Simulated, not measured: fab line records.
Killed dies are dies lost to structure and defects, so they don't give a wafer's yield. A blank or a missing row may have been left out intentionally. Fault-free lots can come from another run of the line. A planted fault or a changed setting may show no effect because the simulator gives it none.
Which tool is to blame? || flow berkeley-cmos170 || 42 wafers from 14 lots sampled at 2 of the route's 331 steps

WHAT EACH GAUGE READ, for each wafer
UCB170_V2_BOW_MEAS_03. Usual: V2_BOW 38 um, standard deviation 6.1.
{"lot": "L490", "measured": "day 9 00:19", "on": "film-metro-03", "V2_BOW (um)": "28 40 33", "flag": ""}
{"lot": "L491", "measured": "day 9 12:49", "on": "film-metro-01", "V2_BOW (um)": "49 48 43", "flag": ""}
{"lot": "L493", "measured": "day 9 09:48", "on": "film-metro-03", "V2_BOW (um)": "43 34 42", "flag": ""}
{"lot": "L492", "measured": "day 9 12:43", "on": "film-metro-02", "V2_BOW (um)": "40 39 24", "flag": ""}
{"lot": "L494", "measured": "day 10 05:13", "on": "film-metro-01", "V2_BOW (um)": "30 46 29", "flag": ""}
{"lot": "L495", "measured": "day 10 04:01", "on": "film-metro-02", "V2_BOW (um)": "47 49 50", "flag": ""}
{"lot": "L496", "measured": "day 10 02:30", "on": "film-metro-03", "V2_BOW (um)": "37 47 40", "flag": ""}
{"lot": "L497", "measured": "day 10 13:44", "on": "film-metro-01", "V2_BOW (um)": "42 32 42", "flag": ""}
{"lot": "L498", "measured": "day 10 12:02", "on": "film-metro-03", "V2_BOW (um)": "41 28 37", "flag": ""}
{"lot": "L499", "measured": "day 11 03:07", "on": "film-metro-03", "V2_BOW (um)": "29 34 36", "flag": ""}
{"lot": "L500", "measured": "day 11 02:32", "on": "film-metro-03", "V2_BOW (um)": "52 40 41", "flag": ""}
{"lot": "L504", "measured": "day 12 04:59", "on": "film-metro-01", "V2_BOW (um)": "28 35 20", "flag": ""}
{"lot": "L505", "measured": "day 12 15:49", "on": "film-metro-03", "V2_BOW (um)": "38 43 43", "flag": ""}
{"lot": "L507", "measured": "day 12 16:10", "on": "film-metro-01", "V2_BOW (um)": "42 39 33", "flag": ""}

WHICH TOOL RAN EACH LOT (tool, then ch and the chambers of the sampled wafers, then the start)
{"lot": "L490", "UCB170_PWELL_CLEAN_18": "wet-bench-03 ch 0, day 3 11:16"}
{"lot": "L491", "UCB170_PWELL_CLEAN_18": "wet-bench-03 ch 2, day 3 18:19"}
{"lot": "L493", "UCB170_PWELL_CLEAN_18": "wet-bench-04 ch 0, day 4 01:08"}
{"lot": "L492", "UCB170_PWELL_CLEAN_18": "wet-bench-03 ch 1, day 4 01:22"}
{"lot": "L494", "UCB170_PWELL_CLEAN_18": "wet-bench-03 ch 1, day 4 10:01"}
{"lot": "L495", "UCB170_PWELL_CLEAN_18": "wet-bench-03 ch 0, day 4 10:01"}
{"lot": "L496", "UCB170_PWELL_CLEAN_18": "wet-bench-03 ch 1, day 4 10:22"}
{"lot": "L497", "UCB170_PWELL_CLEAN_18": "wet-bench-02 ch 0, day 5 00:16"}
{"lot": "L498", "UCB170_PWELL_CLEAN_18": "wet-bench-02 ch 0, day 5 00:31"}
{"lot": "L499", "UCB170_PWELL_CLEAN_18": "wet-bench-04 ch 2, day 5 08:38"}
{"lot": "L500", "UCB170_PWELL_CLEAN_18": "wet-bench-04 ch 1, day 5 13:01"}
{"lot": "L504", "UCB170_PWELL_CLEAN_18": "wet-bench-03 ch 3, day 6 17:24"}
{"lot": "L505", "UCB170_PWELL_CLEAN_18": "wet-bench-03 ch 3, day 7 01:16"}
{"lot": "L507", "UCB170_PWELL_CLEAN_18": "wet-bench-04 ch 0, day 7 04:38"}
- UCB170_PWELL_CLEAN_18: cleans in SPM, time 600 s.

WHAT THE TOOLS THEMSELVES READ (means of the sampled wafers that have a number; where no wafer has one, the mark that the record gives instead)
The record holds no such reading with a usual standard deviation.

THE ANSWER, worked out from the rows above alone
Rule: lot off if the mean of its wafers having a number is beyond 3 standard deviations from the usual mean. A lot without any number at a reading at which 4 lots or more have one is off too. The other lots that the step has rows for count as sound. Order of review: gauges by route order, followed by the tools' own readings, for which a lot's mean as printed above is used. The first step at which some lot is off is used, and at that step the reading that is off furthest; a lot without a number counts as furthest.
Nothing can be told from this: no lot is off at any reading shown.

WHAT WAS PUT IN BY THE SIMULATOR
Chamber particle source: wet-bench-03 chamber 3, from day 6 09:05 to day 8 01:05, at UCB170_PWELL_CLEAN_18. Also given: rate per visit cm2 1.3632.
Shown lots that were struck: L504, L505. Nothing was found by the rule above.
